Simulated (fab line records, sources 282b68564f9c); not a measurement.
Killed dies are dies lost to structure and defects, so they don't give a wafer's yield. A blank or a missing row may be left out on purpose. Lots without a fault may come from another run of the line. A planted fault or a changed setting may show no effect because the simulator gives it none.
fab line records | flow rit_cmos
record lots=14 wafers=42 last_day=7
route steps=202 shown ACTIVE@2 CONTACT@176 M1@202
lots that met no fault: from a run of the same line without faults
start_h: hours from the record's first day to the start of the lot's first wafer shown | wait_h: hours since the lot's step before | " the same as in the row above | L1.1+2: a row that stands for several wafers | - no value, or no start given | * or withheld: withheld | < > ~ a bound
route shown NAME@n: a module of which the file shows steps, and the number in the route of the first | usual: mean/standard deviation of fault-free wafers | same: alike in all rows | chamber/n: place in a boat | sites: the reading at each site | _std_site: their standard deviation | _edge_site: outer sites' mean less inner sites' | radius_mm: how far each site lies from the wafer's centre | mask NAME#n: copy n | behind: the tool/chamber that last shaped the wafer | hold: why the lot was held/for how many hours/how that ended | device: the transistor (n, p or np) that didn't switch | end of line: the same wafers' tests at the end of the route | a step without rows: its recipe alone | killed: dies lost to structure and defects at the first sort, not the wafer's yield | map: a wafer's dies, x killed, . not, _ none there
set.NAME: the setting as run; set.NAME@STEP: as run at that earlier step | model.NAME: the simulator's own value behind a step, which no gauge read
steps of the route over a sample of lots; a table a step, a row a wafer
services: from which hour (start_h, from the record's first day; less than 0 if before it) a tool's chamber was out of use, for how many hours, and why
## steps
# step RIT_ACTIVE_OXIDATION_01
# recipe temp_c=1000 ambient=O2 target_thk_a=468 ox_time_s=3360
# usual spike_tc_centre_C=1001.9/1.3 spike_tc_load_C=1028.2/2.2 spike_tc_source_C=1025.3/2.2 tube_center_temp_C_max=1002.5/0.37 zone_power_source_pct=37.7/2.3
# columns lot.wafer tool chamber start_h wait_h spike_tc_centre_C spike_tc_load_C spike_tc_source_C tube_center_temp_C_max zone_power_source_pct
L854.2 furnace-02 0 10.12 0.1 1001.2 1025.5 1027.5 1003.1 39.3
L854.4 " 0 " " 1002.1 1027.3 1026.3 1002.2 38.7
L854.6 " 0 " " 1000.9 1028.2 1026.3 1002.3 39.7
L855.1 furnace-02 0 15.83 0.8 1002.1 1028.0 1027.1 1001.9 39.2
L855.3 " 0 " " 1002.2 1028.9 1027.6 1002.5 39.1
L855.5 " 0 " " 1000.0 1026.6 1027.4 1002.3 39.6
L856.1 furnace-02 0 20.12 0.1 1001.8 1027.6 1029.1 1002.3 39.1
L856.3 " 0 " " 1002.4 1030.4 1027.8 1002.3 40.3
L856.6 " 0 " " 1000.1 1027.4 1028.1 1002.7 39.4
L858.2 furnace-04 0 30.12 0.1 1002.3 1033.0 1025.3 1002.6 34.2
L858.3 " 0 " " 1002.6 1030.3 1022.7 1003.0 34.4
L858.5 " 0 " " 1003.1 1030.2 1025.2 1003.0 34.4
L860.2 furnace-01 0 40.12 0.1 1001.4 1026.8 1022.9 1002.3 38.5
L860.5 " 0 " " 1001.8 1026.1 1023.8 1002.0 38.7
L860.6 " 0 " " 1001.3 1024.8 1023.9 1002.5 38.6
L862.1 furnace-01 0 50.12 0.1 1003.2 1024.0 1023.8 1002.2 38.1
L862.2 " 0 " " 1002.9 1023.1 1024.3 1002.8 38.9
L862.6 " 0 " " 1002.1 1024.2 1022.3 1002.3 38.4
L863.3 furnace-01 0 55.16 0.1 1002.3 1026.5 1024.0 1002.3 38.7
L863.4 " 0 " " 1001.3 1027.1 1023.4 1002.7 39.1
L863.6 " 0 " " 1002.3 1026.6 1023.4 1002.7 38.5
L865.1 furnace-04 0 65.12 0.1 1003.5 1029.7 1023.9 1003.1 34.0
L865.3 " 0 " " 1001.7 1031.1 1023.4 1002.9 34.7
L865.5 " 0 " " 1003.4 1031.8 1025.2 1002.4 34.6
L869.2 furnace-01 0 85.12 0.1 1001.3 1026.4 1023.1 1002.6 39.3
L869.3 " 0 " " 1001.6 1025.8 1024.2 1002.0 38.9
L869.4 " 0 " " 1001.3 1026.0 1023.8 1002.3 38.5
L870.1 furnace-02 0 90.12 0.1 1001.2 1029.7 1027.5 1002.6 39.3
L870.3 " 0 " " 1001.1 1028.8 1028.8 1002.6 39.3
L870.5 " 0 " " 1001.0 1028.4 1028.3 1002.6 39.3
L872.3 furnace-02 0 100.30 0.2 1014.3 1042.3 1042.7 1002.2 41.0
L872.4 " 0 " " 1013.9 1041.9 1040.9 1002.4 40.9
L872.5 " 0 " " 1015.0 1040.7 1041.8 1002.4 40.8
L874.1 furnace-02 0 110.12 0.1 1014.7 1043.1 1039.7 1002.6 40.8
L874.3 " 0 " " 1015.1 1041.8 1042.1 1001.9 40.5
L874.6 " 0 " " 1013.3 1043.2 1041.7 1002.5 40.2
L875.2 furnace-04 0 115.12 0.1 1002.9 1032.3 1023.6 1002.8 34.0
L875.4 " 0 " " 1002.7 1031.0 1025.1 1002.5 34.3
L875.5 " 0 " " 1003.1 1030.8 1023.8 1002.7 34.2
L876.1 furnace-01 0 121.11 1.1 1002.0 1027.1 1023.4 1002.9 39.0
L876.2 " 0 " " 1002.9 1025.9 1023.0 1002.7 38.2
L876.4 " 0 " " 1001.9 1025.8 1023.2 1003.1 39.5
# step RIT_ACTIVE_THK_MEAS_02
# recipe reads=SiO2_of_ACTIVE_OXIDATION_01
# usual ACTIVE_OXIDE_THK=46.8/1.1
# columns lot.wafer tool chamber start_h wait_h ACTIVE_OXIDE_THK[nm]
L854.2 film_metro-04 - 12.06 0.0 48.0
L854.4 " - " " 48.5
L854.6 " - " " 47.9
L855.1 film_metro-04 - 17.77 0.0 47.2
L855.3 " - " " 47.2
L855.5 " - " " 47.5
L856.1 film_metro-02 - 22.05 0.0 46.0
L856.3 " - " " 46.3
L856.6 " - " " 47.1
L858.2 film_metro-02 - 32.06 0.0 44.8
L858.3 " - " " 45.5
L858.5 " - " " 45.9
L860.2 film_metro-03 - 42.06 0.0 46.8
L860.5 " - " " 46.5
L860.6 " - " " 46.4
L862.1 film_metro-03 - 52.05 0.0 46.1
L862.2 " - " " 46.8
L862.6 " - " " 46.4
L863.3 film_metro-02 - 57.11 0.0 46.2
L863.4 " - " " 45.7
L863.6 " - " " 46.4
L865.1 film_metro-03 - 67.05 0.0 47.0
L865.3 " - " " 47.3
L865.5 " - " " 47.1
L869.2 film_metro-03 - 87.06 0.0 47.7
L869.3 " - " " 48.4
L869.4 " - " " 47.3
L870.1 film_metro-04 - 92.05 0.0 47.7
L870.3 " - " " 47.9
L870.5 " - " " 47.3
L872.3 film_metro-03 - 102.25 0.0 53.4
L872.4 " - " " 52.9
L872.5 " - " " 53.6
L874.1 film_metro-02 - 112.05 0.0 52.9
L874.3 " - " " 53.6
L874.6 " - " " 53.8
L875.2 film_metro-04 - 117.06 0.0 44.9
L875.4 " - " " 45.3
L875.5 " - " " 45.2
L876.1 film_metro-03 - 123.04 0.0 47.7
L876.2 " - " " 47.9
L876.4 " - " " 47.5
# step RIT_ACTIVE_CD_MEAS_90
# recipe target_cd_nm=1400
# usual cd_nm=1399.1/2.7
# columns lot.wafer tool chamber start_h wait_h cd_nm
L854.2 cd_sem-01 - 15.36 0.1 1401.5
L854.4 " - " " 1400.4
L854.6 " - " " 1400.6
L855.1 cd_sem-01 - 20.73 0.1 1398.0
L855.3 " - " " 1397.1
L855.5 " - " " 1398.4
L856.1 cd_sem-02 - 25.02 0.1 1399.0
L856.3 " - " " 1396.6
L856.6 " - " " 1397.0
L858.2 cd_sem-02 - 35.04 0.1 1399.4
L858.3 " - " " 1402.8
L858.5 " - " " 1400.0
L860.2 cd_sem-01 - 45.04 0.1 1397.2
L860.5 " - " " 1394.9
L860.6 " - " " 1398.0
L862.1 cd_sem-01 - 55.27 0.1 1396.5
L862.2 " - " " 1396.2
L862.6 " - " " 1398.3
L863.3 cd_sem-02 - 60.10 0.1 1396.5
L863.4 " - " " 1398.8
L863.6 " - " " 1396.1
L865.1 cd_sem-02 - 70.24 0.1 1398.0
L865.3 " - " " 1394.0
L865.5 " - " " 1396.3
L869.2 cd_sem-02 - 90.04 0.1 1398.1
L869.3 " - " " 1400.4
L869.4 " - " " 1399.8
L870.1 cd_sem-02 - 95.21 0.1 1398.5
L870.3 " - " " 1401.4
L870.5 " - " " 1398.3
L872.3 cd_sem-02 - 105.60 0.1 1403.6
L872.4 " - " " 1400.8
L872.5 " - " " 1402.3
L874.1 cd_sem-02 - 115.02 0.1 1404.3
L874.3 " - " " 1405.3
L874.6 " - " " 1403.3
L875.2 cd_sem-01 - 120.16 0.1 1402.7
L875.4 " - " " 1402.2
L875.5 " - " " 1401.7
L876.1 cd_sem-02 - 126.03 0.1 1400.0
L876.2 " - " " 1401.8
L876.4 " - " " 1400.9
# step RIT_CONTACT_CD_MEAS_08
# recipe target_cd_nm=1000
# usual cd_nm=1000.1/2.3
# columns lot.wafer tool chamber start_h wait_h cd_nm
L854.2 cd_sem-02 - 52.99 - 1000.0
L854.4 " - " " 998.7
L854.6 " - " " 998.9
L855.1 cd_sem-02 - 57.36 - 998.1
L855.3 " - " " 998.3
L855.5 " - " " 999.6
L856.1 cd_sem-02 - 60.87 - 1000.5
L856.3 " - " " 997.7
L856.6 " - " " 998.7
L858.2 cd_sem-02 - 72.69 - 1000.4
L858.3 " - " " 1000.1
L858.5 " - " " 998.6
L860.2 cd_sem-01 - 81.91 - 996.1
L860.5 " - " " 996.7
L860.6 " - " " 999.1
L862.1 cd_sem-01 - 92.92 - 995.5
L862.2 " - " " 996.0
L862.6 " - " " 995.3
L863.3 cd_sem-02 - 99.96 - 1000.2
L863.4 " - " " 998.0
L863.6 " - " " 999.0
L865.1 cd_sem-02 - 107.61 - 1000.7
L865.3 " - " " 999.1
L865.5 " - " " 998.5
L869.2 cd_sem-01 - 127.39 - 1001.8
L869.3 " - " " 998.9
L869.4 " - " " 1000.4
L870.1 cd_sem-02 - 134.69 - 998.2
L870.3 " - " " 999.3
L870.5 " - " " 999.8
L872.3 cd_sem-02 - 143.12 - 1004.3
L872.4 " - " " 1003.2
L872.5 " - " " 1000.8
L874.1 cd_sem-02 - 150.81 - 997.3
L874.3 " - " " 998.8
L874.6 " - " " 997.3
L875.2 cd_sem-01 - 158.33 - 1001.0
L875.4 " - " " 999.1
L875.5 " - " " 999.9
L876.1 cd_sem-02 - 162.82 - 1000.7
L876.2 " - " " 1000.8
L876.4 " - " " 1000.9
# step RIT_CONTACT_ETCH_11
# recipe target_depth_a=4800 over_etch_frac=0.2 stop_on=TiSi2 chemistry=CHF3/CF4/Ar target=SiO2 CHF3_flow_sccm=50 cf4_flow_sccm=10 Ar_flow_sccm=100 O2_flow_sccm=5 pressure_mtorr=100 rf_w=200 time_s=320
# usual drypump_motor_current_A=5.8/0.38 mfc_ar_sccm=99.98/0.29 oes_product_au=0.990/0.015 throttle_valve_pct=8.87/0.14
# columns lot.wafer tool chamber start_h wait_h drypump_motor_current_A mfc_ar_sccm oes_product_au rf_hours_counter_h throttle_valve_pct
L854.2 rie_diel-04 1 53.28 0.1 5.7 99.74 1.009 60 8.75
L854.4 " 2 " " 6.2 100.16 0.992 161 9.06
L854.6 " 2 " " 6.2 100.15 0.987 - 9.05
L855.1 rie_diel-04 0 57.76 0.1 6.0 100.45 0.952 122 8.70
L855.3 " 1 " " 5.7 99.69 1.010 60 8.74
L855.5 " 1 " " 5.7 99.83 1.009 - 8.75
L856.1 rie_diel-03 1 61.18 0.1 5.4 99.84 0.989 1 9.09
L856.3 " 0 " " 5.8 99.72 1.002 108 8.86
L856.6 " 1 " " 5.4 99.77 0.996 - 9.09
L858.2 rie_diel-04 3 72.97 0.1 6.1 99.97 0.984 114 9.00
L858.3 " 0 " " 6.0 99.45 0.956 122 8.71
L858.5 " 1 " " 5.7 100.36 1.013 - 8.73
L860.2 rie_diel-03 0 82.19 0.1 5.9 100.12 0.998 108 8.86
L860.5 " 2 " " 5.7 100.44 0.990 - 8.92
L860.6 " 3 " " 6.1 99.65 1.004 - 8.82
L862.1 rie_diel-03 0 93.22 0.1 5.9 100.14 1.002 109 8.86
L862.2 " 3 " " 6.1 100.28 1.004 63 8.81
L862.6 " 1 " " 5.3 99.75 0.990 - 9.09
L863.3 rie_diel-03 0 100.23 0.1 5.8 100.01 1.004 109 8.86
L863.4 " 2 " " 5.7 99.37 0.999 31 8.90
L863.6 " 3 " " 6.2 99.73 1.010 - 8.80
L865.1 rie_diel-01 1 107.91 0.1 5.2 100.13 0.988 5 8.81
L865.3 " 3 " " 5.2 99.92 0.981 2 8.74
L865.5 " 1 " " 5.2 99.82 1.004 - 8.81
L869.2 rie_diel-03 3 127.68 0.1 6.1 100.25 1.007 64 8.81
L869.3 " 2 " " 5.8 100.19 0.996 32 8.92
L869.4 " 0 " " 5.8 100.18 1.003 109 8.88
L870.1 rie_diel-01 2 135.00 0.1 5.7 100.40 0.992 0 8.60
L870.3 " 0 " " 6.6 99.55 0.979 73 8.93
L870.5 " 3 " " 5.2 100.28 0.983 - 8.73
L872.3 rie_diel-04 1 143.38 0.1 5.7 99.91 1.006 62 8.76
L872.4 " 3 " " 6.1 100.06 0.982 115 8.98
L872.5 " 0 " " 5.9 100.19 0.952 - 8.70
L874.1 rie_diel-04 2 151.11 0.1 6.2 100.31 0.973 1 9.05
L874.3 " 3 " " 6.1 99.98 0.980 116 8.98
L874.6 " 2 " " 6.2 100.17 0.966 - 9.07
L875.2 rie_diel-04 0 158.62 0.1 5.9 100.03 0.955 124 8.72
L875.4 " 3 " " 6.1 100.04 0.986 116 8.97
L875.5 " 2 " " 6.2 100.09 0.968 - 9.05
L876.1 rie_diel-03 3 163.12 0.1 6.1 99.78 1.009 64 8.80
L876.2 " 2 " " 5.8 100.42 0.996 32 8.91
L876.4 " 0 " " 5.8 99.92 1.005 110 8.86
# step RIT_M1_PROBE_99
# usual killed_at_contacts=0.1/0.24 killed_at_front_end=6.8/2.8 killed_dies=6.9/2.8 killed_open=3.3/1.9 killed_short=3.5/1.8
# same gross_dies=264 killed_at_M0_to_M3=0 killed_at_M4_up=0 killed_at_back_side=0 killed_at_other=0
# columns lot.wafer tool chamber start_h wait_h killed_at_contacts killed_at_front_end killed_dies killed_open killed_short
L865.1 prober-02 - 113.49 0.1 0 4 4 2 2
L865.3 prober-02 - 113.59 0.2 1 0 1 0 1
L865.5 prober-02 - 113.69 0.2 0 7 7 4 3
# killed by level:class
L865.1 GATE:geometric_particle:open=2 GATE:geometric_particle:short=1 SPACER:geometric_particle:short=1
L865.3 CONTACT:geometric_particle:short=1
L865.5 GATE:geometric_particle:open=2 FOX1:geometric_particle:short=1 FOX2:geometric_particle:open=1 REOX:geometric_particle:short=1 SPACER:geometric_particle:short=1 SILICIDE:geometric_particle:open=1
## services
# columns tool chamber start_h hours kind
rie_diel-03 3 -11.92 3.5 repair
furnace-01 - 4.59 4.0 pm
rie_diel-03 - 44.73 13.3 repair
rie_diel-04 2 57.23 6.5 repair
furnace-04 - 72.60 4.2 pm
rie_diel-03 - 77.54 0.8 repair
rie_diel-04 2 87.32 - clean
rie_diel-04 2 87.32 18.1 scheduled_down
rie_diel-04 2 87.32 18.1 vent_cycle
rie_diel-03 - 87.80 2.8 pm
rie_diel-04 3 101.87 3.9 repair
rie_diel-01 2 105.66 - clean
rie_diel-01 2 105.66 15.9 scheduled_down
rie_diel-01 2 105.66 15.9 vent_cycle
rie_diel-04 - 117.20 15.6 pm
rie_diel-03 - 139.52 15.6 pm
furnace-01 - 147.56 4.3 pm
rie_diel-01 3 155.21 17.6 repair
rie_diel-01 1 156.87 3.2 repair
## key
first_sign step=RIT_ACTIVE_OXIDATION_01 reading=spike_tc_centre_C direction=up sigmas=9.8 usual=1001.9 struck=1014.4
effect step=RIT_ACTIVE_OXIDATION_01 reading=spike_tc_source_C direction=up sigmas=7.5 usual=1025.3 struck=1041.5
effect step=RIT_ACTIVE_THK_MEAS_02 reading=ACTIVE_OXIDE_THK direction=up sigmas=6 usual=46.8 struck=53.4
met_at RIT_ACTIVE_OXIDATION_01
struck_lots L872,L874
tester_left_out L872,L874
not_acting_at RIT_ACTIVE_CD_MEAS_90,RIT_CONTACT_CD_MEAS_08,RIT_CONTACT_ETCH_11
onset_between 90.12 100.30
fault kind=process_parameter_drift tool=furnace-02 chamber=- onset_h=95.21 steps=RIT_ACTIVE_OXIDATION_01 channel=temp_c offset=* shape=step end_h=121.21 acts_in=* stated=*
# tester_left_out: of these lots the tester's yield and bins aren't shown, on N5 and GAA mostly nor the transistor test; their killed dies are dies lost to structure and defects alone, not to doping, threshold or leakage, so they don't give the yield
